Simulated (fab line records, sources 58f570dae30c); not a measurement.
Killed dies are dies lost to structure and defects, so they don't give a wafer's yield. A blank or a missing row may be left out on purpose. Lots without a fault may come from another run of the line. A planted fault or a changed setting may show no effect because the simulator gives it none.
One fault seen from 2 desks | flow berkeley_cmos170 | each desk has only its own numbers; what lay behind them comes last

THE METROLOGY DESK
What the gauges read, lot by lot, whatever tool the lot ran on: means of the sampled wafers that have a number. A lot is out of limits, marked OUT, if its mean lies more than 4 standard deviations from the usual mean; the brackets give that distance.
Columns: A = NWELL_NITRIDE_THK at UCB170_NWELL_THK_MEAS_05, usual 224.8 nm; B = GATE_OVL at UCB170_GATE_OVL_MEAS_13, usual 0 nm; C = PSD_RS at UCB170_SDANNEAL_RS_MEAS_02, usual 75.5 ohm/sq; D = NSD_RS at UCB170_SDANNEAL_RS_MEAS_03, usual 37.17 ohm/sq; E = PLDD_RS at UCB170_SDANNEAL_RS_MEAS_04, usual 1030 ohm/sq
lot  | first seen here | A     | B  | C              | D               | E
L698 | day 2 13:17     | 226.4 | -7 | 75.2           | 37.23           | 1033
L699 | day 2 13:18     | 226.0 | 0  | 75.5           | 37.16           | 1028
L701 | day 2 21:37     | 224.8 | 2  | 75.8           | 37.23           | 1038
L702 | day 3 09:19     | 224.3 | 9  | 75.9           | 37.24           | 1030
L703 | day 3 09:19     | 226.1 | -6 | 75.6           | 37.15           | 1032
L704 | day 3 18:46     | 224.2 | 1  | 75.2           | 37.21           | 1031
L705 | day 3 23:33     | 222.5 | -5 | 75.1           | 37.09           | 1028
L706 | day 4 08:20     | 223.9 | 6  | 75.2           | 37.04           | 1031
L708 | day 4 16:05     | 226.1 | -3 | 75.2           | 37.16           | 1027
L710 | day 5 04:11     | 224.6 | 5  | 75.4           | 37.20           | 1033
L712 | day 5 04:11     | 224.9 | 3  | 75.4           | 37.21           | 1029
L711 | day 5 04:13     | 221.2 | 1  | 76.1           | 37.10           | 1029
L717 | day 6 16:23     | 225.1 | -5 | 65.2 (-31) OUT | 35.70 (-15) OUT | 1004 (-7.3) OUT
L719 | day 7 00:34     | 226.8 | 0  | 65.6 (-30) OUT | 35.69 (-15) OUT | 1015 (-4.2) OUT
This desk's finding: out of limits on L717, L719; first on L717, day 12 18:42 (PSD_RS at UCB170_SDANNEAL_RS_MEAS_02). In limits: L698, L699, L701, L702, L703, L704, L705, L706, L708, L710, L712, L711.

THE TOOL OWNER'S DESK: rtp_anneal-02
The tool's own readings at UCB170_SDANNEAL_RTA_01 (time 5 s): means of the sampled wafers that have a number, for each lot that ran on this tool. A lot is out of limits, marked OUT, if its mean lies more than 4 standard deviations from the usual mean; the brackets give that distance.
Columns: A = lamp_power_pct at UCB170_SDANNEAL_RTA_01, usual 41 %; B = wafer_temp_C_max at UCB170_SDANNEAL_RTA_01, usual 1054.5
lot  | first seen here | A  | B
L702 | day 8 19:49     | 45 | 1055.9
L704 | day 9 21:07     | 44 | 1055.7
L705 | day 9 21:28     | 45 | 1056.0
L706 | day 10 00:08    | 45 | 1055.7
L708 | day 10 09:31    | 45 | 1054.5
L712 | day 11 03:22    | 44 | 1055.3
L717 | day 12 18:38    | 47 | 1080.3 (+14) OUT
L719 | day 13 04:34    | 47 | 1080.2 (+14) OUT
This desk's finding: out of limits on L717, L719; first on L717, day 12 18:38 (wafer_temp_C_max at UCB170_SDANNEAL_RTA_01). In limits: L702, L704, L705, L706, L708, L712.

PUT TOGETHER
The tool owner's desk could have raised an alarm at day 12 18:38, on L717, L719.
The metrology desk could have raised an alarm at day 12 18:42, on L717, L719.
Of the lots named, all ran UCB170_SDANNEAL_RTA_01 on rtp_anneal-02.

WHAT THE SIMULATOR HAD PUT IN
Process parameter drift: rtp_anneal-02, from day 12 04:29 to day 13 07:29, at UCB170_SDANNEAL_RTA_01. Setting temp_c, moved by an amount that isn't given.
Lots struck among those shown: L717, L719.
Hours from the fault's start to each desk's first reading out of limits: the tool owner's desk, 14; the metrology desk, 14.
